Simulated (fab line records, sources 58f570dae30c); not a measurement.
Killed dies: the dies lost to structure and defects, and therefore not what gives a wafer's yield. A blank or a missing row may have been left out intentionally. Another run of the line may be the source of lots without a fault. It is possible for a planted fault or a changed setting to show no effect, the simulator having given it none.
Split-lot experiment / flow berkeley-cmos170 / 5 lots, 23 wafers read, on a route of 331 steps

## ABOUT THE SPLIT
At UCB170_NSD_IMPLANT_08, the setting dose-cm2 was moved away from the recipe's 3e+15 on 10 of the 23 wafers read, by -5.6% to +6.4%. This setting was run at the recipe's value on the other wafers.

## FROM THE SPLIT TO THE READING: what the file shows between them, 7 steps
- UCB170_NSD_STRIP_09: strips in O2
- UCB170_BACKSIDE_COAT_01: resist thk 900 nm (also split here: spin-rpm)
- UCB170_BACKSIDE_SOFTBAKE_02: time 60 s
- UCB170_BACKSIDE_STRIP_03: strips in O2
- UCB170_BACKSIDE_CLEAN_04: cleans in SPM, time 600 s
- UCB170_SDANNEAL_RTA_00: time 10 s
- UCB170_SDANNEAL_RTA_01: time 5 s

## THE READING
NSD_RS, in ohm/sq, at UCB170_SDANNEAL_RS_MEAS_03 (measures by four-point-probe). Typical for fault-free wafers on this fab line: 37.27 ohm/sq, with standard deviation 0.09 ohm/sq.

wafer=L078.1; tool, chamber at the split=implanter-03, 0; dose-cm2 as run=3.193e+15; against the recipe=+6.4%; NSD_RS, ohm/sq=36.29; against lot-mates on the recipe=-0.99
wafer=L078.2; tool, chamber at the split=implanter-03, 0; dose-cm2 as run=3e+15; against the recipe=recipe; NSD_RS, ohm/sq=37.36; against lot-mates on the recipe=-
wafer=L078.4; tool, chamber at the split=implanter-03, 0; dose-cm2 as run=3e+15; against the recipe=recipe; NSD_RS, ohm/sq=37.20; against lot-mates on the recipe=-
wafer=L078.5; tool, chamber at the split=implanter-03, 0; dose-cm2 as run=3e+15; against the recipe=recipe; NSD_RS, ohm/sq=37.27; against lot-mates on the recipe=-
wafer=L078.6; tool, chamber at the split=implanter-03, 0; dose-cm2 as run=3.193e+15; against the recipe=+6.4%; NSD_RS, ohm/sq=36.24; against lot-mates on the recipe=-1.04
wafer=L080.1; tool, chamber at the split=implanter-01, 0; dose-cm2 as run=2.833e+15; against the recipe=-5.6%; NSD_RS, ohm/sq=38.39; against lot-mates on the recipe=+1.05
wafer=L080.2; tool, chamber at the split=implanter-01, 0; dose-cm2 as run=2.833e+15; against the recipe=-5.6%; NSD_RS, ohm/sq=38.32; against lot-mates on the recipe=+0.98
wafer=L080.4; tool, chamber at the split=implanter-01, 0; dose-cm2 as run=2.833e+15; against the recipe=-5.6%; NSD_RS, ohm/sq=38.29; against lot-mates on the recipe=+0.95
wafer=L080.5; tool, chamber at the split=implanter-01, 0; dose-cm2 as run=3e+15; against the recipe=recipe; NSD_RS, ohm/sq=37.32; against lot-mates on the recipe=-
wafer=L080.6; tool, chamber at the split=implanter-01, 0; dose-cm2 as run=3e+15; against the recipe=recipe; NSD_RS, ohm/sq=37.36; against lot-mates on the recipe=-
wafer=L082.1; tool, chamber at the split=implanter-03, 0; dose-cm2 as run=3.101e+15; against the recipe=+3.4%; NSD_RS, ohm/sq=36.75; against lot-mates on the recipe=-0.60
wafer=L082.2; tool, chamber at the split=implanter-03, 0; dose-cm2 as run=3e+15; against the recipe=recipe; NSD_RS, ohm/sq=37.28; against lot-mates on the recipe=-
wafer=L082.3; tool, chamber at the split=implanter-03, 0; dose-cm2 as run=3e+15; against the recipe=recipe; NSD_RS, ohm/sq=37.44; against lot-mates on the recipe=-
wafer=L082.4; tool, chamber at the split=implanter-03, 0; dose-cm2 as run=3e+15; against the recipe=recipe; NSD_RS, ohm/sq=37.34; against lot-mates on the recipe=-
wafer=L082.6; tool, chamber at the split=implanter-03, 0; dose-cm2 as run=3.101e+15; against the recipe=+3.4%; NSD_RS, ohm/sq=36.74; against lot-mates on the recipe=-0.61
wafer=L083.1; tool, chamber at the split=implanter-04, 0; dose-cm2 as run=2.843e+15; against the recipe=-5.2%; NSD_RS, ohm/sq=38.12; against lot-mates on the recipe=+0.93
wafer=L083.2; tool, chamber at the split=implanter-04, 0; dose-cm2 as run=2.843e+15; against the recipe=-5.2%; NSD_RS, ohm/sq=38.15; against lot-mates on the recipe=+0.96
wafer=L083.3; tool, chamber at the split=implanter-04, 0; dose-cm2 as run=3e+15; against the recipe=recipe; NSD_RS, ohm/sq=37.17; against lot-mates on the recipe=-
wafer=L083.4; tool, chamber at the split=implanter-04, 0; dose-cm2 as run=3e+15; against the recipe=recipe; NSD_RS, ohm/sq=37.20; against lot-mates on the recipe=-
wafer=L083.5; tool, chamber at the split=implanter-04, 0; dose-cm2 as run=2.843e+15; against the recipe=-5.2%; NSD_RS, ohm/sq=38.03; against lot-mates on the recipe=+0.84
wafer=L085.1; tool, chamber at the split=implanter-01, 0; dose-cm2 as run=3e+15; against the recipe=recipe; NSD_RS, ohm/sq=37.25; against lot-mates on the recipe=-
wafer=L085.3; tool, chamber at the split=implanter-01, 0; dose-cm2 as run=3e+15; against the recipe=recipe; NSD_RS, ohm/sq=37.26; against lot-mates on the recipe=-
wafer=L085.5; tool, chamber at the split=implanter-01, 0; dose-cm2 as run=3e+15; against the recipe=recipe; NSD_RS, ohm/sq=37.31; against lot-mates on the recipe=-

THE FIT
A straight line over all 23 wafers: NSD_RS changes by -0.167 ohm/sq for each +1% of dose-cm2; r = -0.99; the points scatter about the line by 0.081 ohm/sq.
The same after taking each lot's own level away (the mean of its wafers on the recipe; 23 wafers): -0.171 ohm/sq for each +1%; r = -1.00; scatter 0.055 ohm/sq.
On that fit, the largest move of dose-cm2 shifts the reading by 1.1 ohm/sq.
Measured against the standard deviation above, the lots' own levels, which go from 37.185 to 37.353 ohm/sq, span 1.9 times it.
Hence the lot-to-lot level has little effect on the slope; both slopes agree.
Check: for one of the wafers moved furthest among these (+6.4%), held out of the fit, the line's prediction against its lot-mates is -1.11 ohm/sq. Against them it came out at -0.987 ohm/sq.

## FURTHER SPLITS ON THESE WAFERS
Note: prior to the reading, these wafers also went through further splits. Each is held against what the fit with the lots' levels taken away leaves over:
other split on the same wafers=UCB170_PLDD_EXPOSE_03 dose-mj; wafers away from the commonest value=10; r with NSD_RS (lot level and that fit taken away)=+0.01
other split on the same wafers=UCB170_BACKSIDE_COAT_01 spin-rpm; wafers away from the commonest value=9; r with NSD_RS (lot level and that fit taken away)=+0.06

## THE WHOLE CHAIN: every reading that the file lists as answering this split, in the file's order
step=UCB170_NSD_STRIP_09; what it does=strips in O2; reading=strip-time-to-endpoint-s; change (the file's fit)=withheld for each +1% of the setting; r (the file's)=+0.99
step=UCB170_SDANNEAL_RS_MEAS_03; what it does=measures by four-point-probe; reading=NSD_RS; change (the file's fit)=-0.17 for each +1% of the setting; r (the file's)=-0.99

## FILE'S OWN FIT
NSD_RS changes by -0.17 ohm/sq for each +1% of dose-cm2, r = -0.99.
